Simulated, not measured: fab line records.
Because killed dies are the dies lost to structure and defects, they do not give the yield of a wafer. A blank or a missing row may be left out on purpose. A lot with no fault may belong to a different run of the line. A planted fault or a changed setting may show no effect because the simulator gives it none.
The tool behind it: which one? -- flow berkeley cmos170 -- 6 lots with 18 wafers sampled at 3 steps, on a route of 331 steps

== WHAT EACH GAUGE READ, for each wafer ==
UCB170_V1_OVL_MEAS_13.
lot,measured,on,V1_OVL (nm)
L375,day 8 09:04,overlay-02,1 -2 -2
L377,day 8 15:54,overlay-02,7 6 7
L381,day 9 11:53,overlay-01,-4 -11 -12
L382,day 9 16:56,overlay-01,-1 -5 -4
L385,day 10 06:15,overlay-02,8 5 3
L395,day 11 20:01,overlay-01,0 -2 -9

== EACH LOT AND THE TOOL THAT RAN IT (in order: tool; ch and the chambers of the sampled wafers; start) ==
lot,UCB170_NSD_STRIP_09,UCB170_SILICIDE_RTA_04
L375,"plasma asher-04 ch 0,1, day 7 15:47","rtp anneal-02 ch 0, day 7 17:44"
L377,"plasma asher-03 ch 0, day 8 00:01","rtp anneal-01 ch 0, day 8 01:59"
L381,"plasma asher-02 ch 0,1, day 8 19:02","rtp anneal-01 ch 0, day 8 21:49"
L382,"plasma asher-03 ch 0,1, day 9 01:08","rtp anneal-01 ch 0, day 9 03:21"
L385,"plasma asher-04 ch 0,1, day 9 11:02","rtp anneal-01 ch 0, day 9 13:23"
L395,"plasma asher-04 ch 0,1, day 11 00:59","rtp anneal-02 ch 0, day 11 03:31"
- UCB170_NSD_STRIP_09: strips in O2.
- UCB170_SILICIDE_RTA_04: time 15 s.

== THE ANSWER, worked out from the rows above alone ==
Rule: the lots themselves supply what counts as usual. Put in order of their means at a reading, lots are off if they are a third of the lots or fewer, leave a main group of 4 or more, and stand apart from it by a gap of 3 or more times the standard deviation of the main group's means; of several such gaps the widest counts. A main group is skipped when, at the precision printed for the reading in the tables above, its means are all equal. Also off: a lot with no number at a reading for which 4 or more lots have one. The other lots that the step has rows for count as sound.
Across all readings shown, no lot is off: no conclusion can be drawn from this.

== WHAT THE SIMULATOR PUT IN ==
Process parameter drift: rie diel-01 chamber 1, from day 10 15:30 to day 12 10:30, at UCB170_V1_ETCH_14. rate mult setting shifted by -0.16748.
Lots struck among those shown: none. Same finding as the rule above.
